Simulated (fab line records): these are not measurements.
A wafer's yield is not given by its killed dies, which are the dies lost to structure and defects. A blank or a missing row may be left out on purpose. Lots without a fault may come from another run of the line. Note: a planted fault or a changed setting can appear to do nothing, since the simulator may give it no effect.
fab line records	flow rit_cmos
[record] lots = 6	wafers = 18	last_day = 7
route steps=202 shown GATE@89 REOX@98 NLDD@103 PLDD@114 SPACER@125 M1@202
lots that met no fault: from a run of the same line without faults
start_h: hours from the record's first day to the start of the lot's first wafer shown	wait_h: how many hours have passed since the lot's step before this one	" the same as in the row above	L1.1+2: one row covering several wafers at once	- no value, or no start was given	* or withheld: withheld	< > ~ a bound
route shown NAME@n: names a module that has steps shown in the file, with the first one's number in the route	usual: the fault-free wafers' mean and standard deviation	same: alike in all rows	chamber/n: place in a boat	sites: the reading at each site	_std_site: how widely they spread, as a standard deviation	_edge_site: outer sites' mean less inner sites'	radius_mm: for every site, how far away it sits from the centre of the wafer	mask NAME#n: copy n	behind: the most recent tool/chamber to have shaped the wafer	hold: what put the lot on hold/how long, in hours/how the hold closed	device: which transistor (n, p or np) failed to switch	end of line: at the end of the route, the tests of the same wafers	for a step that has no rows: nothing shown but its recipe	killed: at the first sort, the dies lost to defects and structure; wafer yield is something else	map: shows each die of a wafer: x if killed, . if not, _ if none is there
set.NAME: the setting that was run; set.NAME@STEP: the one run at that earlier step	model.NAME: the simulator's own value behind a step, which no gauge read
lots seen at some steps along the route; tables by step, rows by wafer
services: from which hour (start_h, from the record's first day; less than 0 if before it) a tool's chamber was out of use, for how many hours, and why
[[steps]]
[step RIT_GATE_EXPOSE_13]
[recipe] mask_id = M6	na = 0.6	source_shape = conventional	sigma_outer = 0.6	target_cd_nm = 150	dose_mj = 380
[step RIT_GATE_PEB_14]
[recipe] resist = NOVOLAK	temp_c = withheld	time_s = withheld
[step RIT_GATE_DEVELOP_15]
[recipe] resist = NOVOLAK	develop_time_s = 50	dev_temp_c = 23
[step RIT_GATE_CD_MEAS_16]
[recipe] target_cd_nm = 150
[usual] cd_nm = 149.4/1.9
lot.wafer	tool	chamber	start_h	wait_h	cd_nm
L204.2	cd_sem-01	-	86.87	-	150.0
L204.3	"	-	"	"	149.1
L204.4	"	-	"	"	151.6
L208.1	cd_sem-01	-	101.92	-	149.3
L208.2	"	-	"	"	149.4
L208.6	"	-	"	"	147.9
L210.1	cd_sem-01	-	120.43	-	149.2
L210.2	"	-	"	"	149.7
L210.5	"	-	"	"	149.1
L212.2	cd_sem-02	-	123.16	-	149.7
L212.3	"	-	"	"	148.5
L212.6	"	-	"	"	151.3
L214.1	cd_sem-01	-	139.90	-	149.4
L214.3	"	-	"	"	148.9
L214.4	"	-	"	"	150.5
L213.1	cd_sem-02	-	140.19	-	151.0
L213.4	"	-	"	"	149.1
L213.5	"	-	"	"	152.1
[step RIT_GATE_OVL_MEAS_17]
[usual] GATE_OVL = -0.2/1.3
lot.wafer	tool	chamber	start_h	wait_h	GATE_OVL[nm]
L204.2	overlay-02	-	86.98	0.1	0.1
L204.3	"	-	"	"	-0.9
L204.4	"	-	"	"	-0.8
L208.1	overlay-01	-	102.04	0.1	0.1
L208.2	"	-	"	"	-0.9
L208.6	"	-	"	"	-0.5
L210.1	overlay-02	-	120.55	0.1	-1.6
L210.2	"	-	"	"	-0.1
L210.5	"	-	"	"	0.2
L212.2	overlay-02	-	123.27	0.1	0.5
L212.3	"	-	"	"	-1.4
L212.6	"	-	"	"	-1.6
L214.1	overlay-02	-	140.02	0.1	0.3
L214.3	"	-	"	"	-0.7
L214.4	"	-	"	"	-1.5
L213.1	overlay-02	-	140.31	0.1	2.0
L213.4	"	-	"	"	1.0
L213.5	"	-	"	"	1.8
[step RIT_GATE_HARDBAKE_18]
[recipe] resist = NOVOLAK	temp_c = 140	time_s = 60
[step RIT_GATE_ETCH_19]
[recipe] chemistry = SF6/CHF3/O2	time_s = 165	SF6_flow_sccm = 30	CHF3_flow_sccm = 30	O2_flow_sccm = 5	target = poly-Si	pressure_mtorr = 40	rf_w = 166.1	target_depth_a = 3125	over_etch_frac = 0.25	stop_on = SiO2
[usual] drypump_motor_current_A = 5.8/0.49	oes_product_au = 0.849/0.011	throttle_valve_pct = 10.20/0.1
lot.wafer	tool	chamber	start_h	wait_h	drypump_motor_current_A	oes_product_au	rf_hours_counter_h	throttle_valve_pct
L204.2	rie_si-02	1	87.16	0.1	6.5	0.841	1	10.14
L204.3	"	3	"	"	5.0	0.842	95	10.22
L204.4	"	2	"	"	6.2	0.872	89	10.15
L208.1	rie_si-02	2	102.22	0.1	6.2	0.861	89	10.14
L208.2	"	0	"	"	5.2	0.855	87	10.22
L208.6	"	1	"	"	6.5	0.846	-	10.14
L210.1	rie_si-02	3	120.73	0.1	5.0	0.838	95	10.20
L210.2	"	1	"	"	6.5	0.842	1	10.14
L210.5	"	2	"	"	6.2	0.856	-	10.16
L212.2	rie_si-02	2	123.45	0.1	6.2	0.877	89	10.14
L212.3	"	1	"	"	6.5	0.849	1	10.15
L212.6	"	1	"	"	6.5	0.852	-	10.15
L214.1	rie_si-01	3	140.21	0.1	5.5	0.850	2	10.14
L214.3	"	1	"	"	5.7	0.843	3	10.22
L214.4	"	0	"	"	6.3	0.835	1	10.45
L213.1	rie_si-02	2	140.63	0.1	6.2	0.870	89	10.13
L213.4	"	3	"	"	5.0	0.851	95	10.19
L213.5	"	0	"	"	5.2	0.864	-	10.19
[step RIT_GATE_STRIP_20]
[recipe] chemistry = O2	time_s = 180	resist = NOVOLAK	platen_temp_c = withheld	power_w = 500	pressure_mtorr = 4000	o2_flow_sccm = 4000
[usual] drypump_motor_current_A = 5.9/0.4
lot.wafer	tool	chamber	start_h	wait_h	drypump_motor_current_A	rf_hours_counter_h
L204.2	plasma_asher-02	0	87.27	0.1	6.1	42
L204.3	"	0	"	"	6.0	-
L204.4	"	1	"	"	6.1	-
L208.1	plasma_asher-04	0	102.33	0.1	5.1	48
L208.2	"	1	"	"	6.1	48
L208.6	"	0	"	"	5.1	-
L210.1	plasma_asher-02	1	120.84	0.1	6.1	0
L210.2	"	0	"	"	6.0	0
L210.5	"	1	"	"	6.2	-
L212.2	plasma_asher-02	0	123.56	0.1	6.0	1
L212.3	"	0	"	"	6.0	-
L212.6	"	1	"	"	6.1	-
L214.1	plasma_asher-02	1	140.32	0.1	6.1	2
L214.3	"	1	"	"	6.2	-
L214.4	"	0	"	"	6.1	-
L213.1	plasma_asher-04	0	140.74	0.1	5.1	53
L213.4	"	1	"	"	6.2	-
L213.5	"	1	"	"	6.2	-
[step RIT_GATE_CD_MEAS_90]
[recipe] target_cd_nm = 150
[usual] cd_nm = 149.3/1.8
lot.wafer	tool	chamber	start_h	wait_h	cd_nm
L204.2	cd_sem-02	-	87.46	0.1	149.8
L204.3	"	-	"	"	149.1
L204.4	"	-	"	"	151.6
L208.1	cd_sem-02	-	102.51	0.1	149.3
L208.2	"	-	"	"	149.6
L208.6	"	-	"	"	147.7
L210.1	cd_sem-01	-	121.02	0.1	149.4
L210.2	"	-	"	"	149.4
L210.5	"	-	"	"	148.7
L212.2	cd_sem-01	-	123.75	0.1	149.8
L212.3	"	-	"	"	148.2
L212.6	"	-	"	"	150.7
L214.1	cd_sem-01	-	140.49	0.1	149.3
L214.3	"	-	"	"	148.9
L214.4	"	-	"	"	150.6
L213.1	cd_sem-02	-	140.92	0.1	150.9
L213.4	"	-	"	"	148.8
L213.5	"	-	"	"	152.0
[step RIT_REOX_CLEAN_00]
[recipe] chemistry = SC1	mix = 3:3:50	time_s = 600	temp_c = 75
[step RIT_REOX_CLEAN_01]
[recipe] chemistry = dHF	dilution = 50:1	time_s = 30
[step RIT_REOX_CLEAN_02]
[recipe] chemistry = SC2	mix = 3:3:50	time_s = 600	temp_c = 75	dry = n2_spin
[step RIT_REOX_OXIDATION_03]
[recipe] temp_c = 900	ambient = O2	target_thk_a = 252	ox_time_s = 5580
[usual] spike_tc_centre_C = 903.0/1.1	spike_tc_source_C = 924.4/1.6	zone_power_centre_pct = 42.6/2.3
lot.wafer	tool	chamber	start_h	wait_h	spike_tc_centre_C	spike_tc_source_C	zone_power_centre_pct	model.SiO2_of_REOX_OXIDATION_03.thk_nm
L204.2	furnace-03	0	89.97	2.0	905.4	925.3	46.2	25.37
L204.3	"	0	"	"	902.6	924.8	44.5	25.14
L204.4	"	0	"	"	904.3	926.8	44.9	25.06
L208.1	furnace-01	0	103.98	1.0	902.7	923.5	39.3	24.85
L208.2	"	0	"	"	901.9	924.7	40.6	25.08
L208.6	"	0	"	"	903.1	922.4	40.1	25.6
L210.1	furnace-01	0	122.32	0.8	882.6	923.4	31.8	22.8
L210.2	"	0	"	"	883.0	923.4	32.5	23.81
L210.5	"	0	"	"	881.9	925.1	32.3	24.24
L212.2	furnace-01	0	124.87	0.6	883.5	925.4	32.4	23.44
L212.3	"	0	"	"	884.3	925.6	31.7	23.75
L212.6	"	0	"	"	881.9	922.8	32.3	24.89
L213.1	furnace-04	0	143.09	1.7	903.9	922.9	43.9	24.8
L213.4	"	0	"	"	904.7	924.7	43.3	24.09
L213.5	"	0	"	"	903.4	923.5	42.5	24.64
L214.1	furnace-04	0	143.09	2.1	904.1	921.9	44.3	25.08
L214.3	"	0	"	"	903.3	923.2	43.6	25.47
L214.4	"	0	"	"	904.0	924.6	42.7	25.5
[step RIT_REOX_THK_MEAS_04]
[recipe] reads = SiO2_of_REOX_OXIDATION_03
[usual] REOX_OXIDE_THK = 25.2/0.46
lot.wafer	tool	chamber	start_h	wait_h	REOX_OXIDE_THK[nm]
L204.2	film_metro-04	-	92.53	0.0	25.4
L204.3	"	-	"	"	25.1
L204.4	"	-	"	"	25.0
L208.1	film_metro-04	-	106.53	0.0	24.9
L208.2	"	-	"	"	25.1
L208.6	"	-	"	"	25.6
L210.1	film_metro-01	-	124.87	0.0	22.8
L210.2	"	-	"	"	23.8
L210.5	"	-	"	"	24.2
L212.2	film_metro-01	-	127.43	0.0	23.4
L212.3	"	-	"	"	23.7
L212.6	"	-	"	"	24.8
L213.1	film_metro-04	-	145.64	0.0	24.9
L213.4	"	-	"	"	24.1
L213.5	"	-	"	"	24.6
L214.1	film_metro-02	-	145.64	0.0	25.1
L214.3	"	-	"	"	25.5
L214.4	"	-	"	"	25.5
[step RIT_NLDD_HMDS_00]
[recipe] prime_time_s = 60	prime_temp_c = 140
[step RIT_NLDD_COAT_01]
[recipe] resist = NOVOLAK	spin_rpm = 3250	resist_thk_nm = 1000
[step RIT_NLDD_SOFTBAKE_02]
[recipe] resist = NOVOLAK	temp_c = 90	time_s = 60
[step RIT_NLDD_EXPOSE_03]
[recipe] mask_id = M7	na = 0.57	target_cd_nm = 40700	dose_mj = 250
[step RIT_NLDD_PEB_04]
[recipe] resist = NOVOLAK	temp_c = withheld	time_s = withheld
[step RIT_NLDD_DEVELOP_05]
[recipe] resist = NOVOLAK	develop_time_s = 50	dev_temp_c = 23
[step RIT_NLDD_OVL_MEAS_06]
[usual] NLDD_OVL = 0.3/1.4
lot.wafer	tool	chamber	start_h	wait_h	NLDD_OVL[nm]
L204.2	overlay-02	-	93.56	-	0.5
L204.3	"	-	"	"	-2.0
L204.4	"	-	"	"	0.2
L208.1	overlay-01	-	107.81	-	4.0
L208.2	"	-	"	"	1.2
L208.6	"	-	"	"	2.6
L210.1	overlay-01	-	125.90	-	0.4
L210.2	"	-	"	"	1.5
L210.5	"	-	"	"	2.3
L212.2	overlay-01	-	128.33	-	0.6
L212.3	"	-	"	"	1.4
L212.6	"	-	"	"	2.8
L213.1	overlay-01	-	146.68	-	1.4
L213.4	"	-	"	"	-1.2
L213.5	"	-	"	"	0.7
L214.1	overlay-02	-	146.79	-	-1.1
L214.3	"	-	"	"	0.1
L214.4	"	-	"	"	0.5
[step RIT_NLDD_HARDBAKE_07]
[recipe] resist = NOVOLAK	temp_c = 140	time_s = 60
[step RIT_NLDD_IMPLANT_08]
[recipe] species = P	energy_kev = 20	dose_cm2 = 5e+14	tilt_deg = 7
[step RIT_NLDD_STRIP_09]
[recipe] chemistry = O2	time_s = 180	resist = NOVOLAK	platen_temp_c = withheld	power_w = 500	pressure_mtorr = 4000	o2_flow_sccm = 4000
[usual] drypump_motor_current_A = 5.9/0.38
lot.wafer	tool	chamber	start_h	wait_h	drypump_motor_current_A	rf_hours_counter_h
L204.2	plasma_asher-02	1	93.89	0.1	6.2	43
L204.3	"	0	"	"	6.1	-
L204.4	"	1	"	"	6.1	-
L208.1	plasma_asher-02	0	108.14	0.1	6.1	44
L208.2	"	1	"	"	6.1	44
L208.6	"	0	"	"	6.0	-
L210.1	plasma_asher-03	1	126.24	0.1	5.4	34
L210.2	"	0	"	"	6.1	34
L210.5	"	1	"	"	5.4	-
L212.2	plasma_asher-01	0	128.66	0.1	5.0	47
L212.3	"	1	"	"	6.4	-
L212.6	"	1	"	"	6.4	-
L213.1	plasma_asher-03	0	147.01	0.1	6.1	36
L213.4	"	0	"	"	6.1	-
L213.5	"	1	"	"	5.4	-
L214.1	plasma_asher-02	1	147.13	0.1	6.1	3
L214.3	"	0	"	"	6.1	-
L214.4	"	1	"	"	6.1	-
[step RIT_NLDD_TW_MEAS_10]
[usual] NLDD_TW = 2495/20
lot.wafer	tool	chamber	start_h	wait_h	NLDD_TW
L204.2	film_metro-01	-	94.07	0.1	2479
L204.3	"	-	"	"	2488
L204.4	"	-	"	"	2476
L208.1	film_metro-02	-	108.32	0.1	2510
L208.2	"	-	"	"	2490
L208.6	"	-	"	"	2503
L210.1	film_metro-01	-	126.41	0.1	2484
L210.2	"	-	"	"	2479
L210.5	"	-	"	"	2484
L212.2	film_metro-02	-	128.85	0.1	2505
L212.3	"	-	"	"	2498
L212.6	"	-	"	"	2511
L213.1	film_metro-02	-	147.19	0.1	2495
L213.4	"	-	"	"	2506
L213.5	"	-	"	"	2496
L214.1	film_metro-03	-	147.30	0.1	2522
L214.3	"	-	"	"	2529
L214.4	"	-	"	"	2524
[step RIT_PLDD_HMDS_00]
[recipe] prime_time_s = 60	prime_temp_c = 140
[step RIT_PLDD_COAT_01]
[recipe] resist = NOVOLAK	spin_rpm = 3324	resist_thk_nm = 1000
[step RIT_PLDD_SOFTBAKE_02]
[recipe] resist = NOVOLAK	temp_c = 90	time_s = 60
[step RIT_PLDD_EXPOSE_03]
[recipe] mask_id = M8	na = 0.57	target_cd_nm = 40900	dose_mj = 250
[step RIT_PLDD_PEB_04]
[recipe] resist = NOVOLAK	temp_c = withheld	time_s = withheld
[step RIT_PLDD_DEVELOP_05]
[recipe] resist = NOVOLAK	develop_time_s = 50	dev_temp_c = 23
[step RIT_PLDD_OVL_MEAS_06]
[usual] PLDD_OVL = -0.2/1.4
lot.wafer	tool	chamber	start_h	wait_h	PLDD_OVL[nm]
L204.2	overlay-01	-	94.98	-	2.1
L204.3	"	-	"	"	-0.8
L204.4	"	-	"	"	1.8
L208.1	overlay-02	-	109.35	-	0.7
L208.2	"	-	"	"	-0.6
L208.6	"	-	"	"	-0.3
L210.1	overlay-02	-	127.45	-	-0.5
L210.2	"	-	"	"	-0.6
L210.5	"	-	"	"	-0.3
L212.2	overlay-01	-	129.88	-	0.1
L212.3	"	-	"	"	0.3
L212.6	"	-	"	"	0.7
L213.1	overlay-02	-	148.10	-	-3.8
L213.4	"	-	"	"	-3.8
L213.5	"	-	"	"	-4.1
L214.1	overlay-02	-	148.34	-	0.3
L214.3	"	-	"	"	1.1
L214.4	"	-	"	"	2.4
[step RIT_PLDD_HARDBAKE_07]
[recipe] resist = NOVOLAK	temp_c = 140	time_s = 60
[step RIT_PLDD_IMPLANT_08]
[recipe] species = BF2	energy_kev = 20	dose_cm2 = 9e+14	tilt_deg = 7
[step RIT_PLDD_STRIP_09]
[recipe] chemistry = O2	time_s = 180	resist = NOVOLAK	platen_temp_c = withheld	power_w = 500	pressure_mtorr = 4000	o2_flow_sccm = 4000
[usual] drypump_motor_current_A = 5.7/0.51
lot.wafer	tool	chamber	start_h	wait_h	drypump_motor_current_A	rf_hours_counter_h
L204.2	plasma_asher-03	0	95.31	0.1	6.2	30
L204.3	"	0	"	"	6.1	-
L204.4	"	1	"	"	5.5	-
L208.1	plasma_asher-03	1	109.69	0.1	5.4	32
L208.2	"	0	"	"	6.1	32
L208.6	"	0	"	"	6.1	-
L210.1	plasma_asher-04	1	127.78	0.1	6.1	52
L210.2	"	0	"	"	5.1	52
L210.5	"	0	"	"	5.1	-
L212.2	plasma_asher-04	0	130.21	0.1	5.1	52
L212.3	"	1	"	"	6.2	-
L212.6	"	0	"	"	5.1	-
L213.1	plasma_asher-03	0	148.43	0.1	6.1	36
L213.4	"	0	"	"	6.1	-
L213.5	"	0	"	"	6.1	-
L214.1	plasma_asher-04	0	148.67	0.1	5.1	54
L214.3	"	1	"	"	6.1	-
L214.4	"	0	"	"	5.1	-
[step RIT_PLDD_TW_MEAS_10]
[usual] PLDD_TW = 2356/20
lot.wafer	tool	chamber	start_h	wait_h	PLDD_TW
L204.2	film_metro-01	-	95.49	0.1	2352
L204.3	"	-	"	"	2346
L204.4	"	-	"	"	2334
L208.1	film_metro-01	-	109.86	0.1	2327
L208.2	"	-	"	"	2324
L208.6	"	-	"	"	2333
L210.1	film_metro-01	-	127.96	0.1	2343
L210.2	"	-	"	"	2335
L210.5	"	-	"	"	2349
L212.2	film_metro-02	-	130.39	0.1	2363
L212.3	"	-	"	"	2370
L212.6	"	-	"	"	2358
L213.1	film_metro-02	-	148.61	0.1	2359
L213.4	"	-	"	"	2344
L213.5	"	-	"	"	2364
L214.1	film_metro-01	-	148.85	0.1	2327
L214.3	"	-	"	"	2341
L214.4	"	-	"	"	2327
[step RIT_SPACER_CLEAN_00]
[recipe] chemistry = SC1	mix = 3:3:50	time_s = 600	temp_c = 75
lot.wafer	tool	chamber	start_h	wait_h	model.SiO2_of_REOX_OXIDATION_03.thk_nm
L204.2	wet_bench-03	0	95.54	0.0	23.39
L204.3	"	0	"	"	23.19
L204.4	"	0	"	"	23.12
L208.1	wet_bench-02	3	109.92	0.1	22.92
L208.2	"	3	"	"	23.16
L208.6	"	3	"	"	23.63
L210.1	wet_bench-04	3	128.02	0.1	21.09
L210.2	"	3	"	"	22.02
L210.5	"	3	"	"	22.42
L212.2	wet_bench-03	3	130.44	0.0	21.64
L212.3	"	3	"	"	21.93
L212.6	"	3	"	"	22.98
L213.1	wet_bench-04	3	148.67	0.1	22.89
L213.4	"	3	"	"	22.23
L213.5	"	3	"	"	22.74
L214.1	wet_bench-03	0	148.91	0.1	23.14
L214.3	"	0	"	"	23.5
L214.4	"	0	"	"	23.53
[step RIT_SPACER_CLEAN_01]
[recipe] chemistry = dHF	dilution = 50:1	time_s = 29.54
[step RIT_M1_PROBE_99]
[usual] killed_at_contacts = 0.0/0.16	killed_at_front_end = 7/3.1	killed_dies = 7/3.1	killed_open = 3.6/2.2	killed_short = 3.4/2.1
[same] gross_dies = 264	killed_at_M0_to_M3 = 0	killed_at_M4_up = 0	killed_at_back_side = 0	killed_at_other = 0
lot.wafer	tool	chamber	start_h	wait_h	killed_at_contacts	killed_at_front_end	killed_dies	killed_open	killed_short
L214.1	prober-01	-	163.74	0.1	0	12	12	5	7
L214.3	prober-01	-	163.84	0.2	0	7	7	2	5
L214.4	prober-01	-	163.89	0.2	0	3	3	1	2
// killed by level:class
L214.1 FOX2:geometric_particle:open=3 SILICIDE:geometric_particle:short=3 FOX1:geometric_particle:short=1 FOX2:geometric_particle:short=1 GATE:geometric_particle:short=1 GATE:geometric_particle:open=1 REOX:geometric_particle:open=1 SPACER:geometric_particle:short=1
L214.3 GATE:geometric_particle:short=3 FOX1:geometric_particle:short=1 FOX1:geometric_particle:open=1 SILICIDE:geometric_particle:short=1 SILICIDE:geometric_particle:open=1
L214.4 GATE:geometric_particle:open=1 GATE:geometric_particle:short=1 SILICIDE:geometric_particle:short=1
[[services]]
tool	chamber	start_h	hours	kind
plasma_asher-02	-	68.80	1.6	repair
rie_si-01	2	80.18	-	clean
rie_si-01	2	80.18	22.9	scheduled_down
rie_si-01	2	80.18	22.9	vent_cycle
rie_si-01	-	87.12	2.8	pm
furnace-04	-	97.41	6.8	pm
plasma_asher-01	-	100.24	14.6	pm
plasma_asher-03	-	103.58	2.8	pm
plasma_asher-02	-	108.75	9.0	pm
plasma_asher-02	0	108.75	9.0	vent_cycle
plasma_asher-02	1	108.75	9.0	vent_cycle
plasma_asher-02	0	117.75	-	clean
plasma_asher-02	1	117.75	-	clean
furnace-03	-	138.93	3.1	pm
furnace-01	-	143.87	16.0	pm
rie_si-02	1	145.58	6.2	repair
[[key]]
[first_sign] step = RIT_REOX_OXIDATION_03	reading = spike_tc_centre_C	direction = down	sigmas = 19	usual = 903.0	struck = 882.9
[effect] step = RIT_REOX_OXIDATION_03	reading = zone_power_centre_pct	direction = down	sigmas = 4.6	usual = 42.6	struck = 32.2
[effect] step = RIT_REOX_THK_MEAS_04	reading = REOX_OXIDE_THK	direction = down	sigmas = 3	usual = 25.2	struck = 23.8	wafers_moved = 4
[model_effect] step = RIT_REOX_OXIDATION_03	value = SiO2_of_REOX_OXIDATION_03.thk_nm	without = 25.18	struck = 23.82
[model_effect] step = RIT_SPACER_CLEAN_00	value = SiO2_of_REOX_OXIDATION_03.thk_nm	without = 23.27	struck = 22.01
met_at RIT_REOX_OXIDATION_03
struck_wafers L210.1,L210.2,L210.5,L212.2,L212.3,L212.6
tester_left_out L210,L212
onset_between 103.98 122.32
[fault] kind = process_parameter_drift	tool = furnace-01	chamber = -	onset_h = 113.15	steps = RIT_REOX_OXIDATION_03	channel = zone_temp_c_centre	offset = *	shape = step	end_h = 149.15
// tester_left_out: of these lots the tester's yield and bins aren't shown, on N5 and GAA mostly nor the transistor test; their killed dies are dies lost to structure and defects alone, not to doping, threshold or leakage, so they don't give the yield
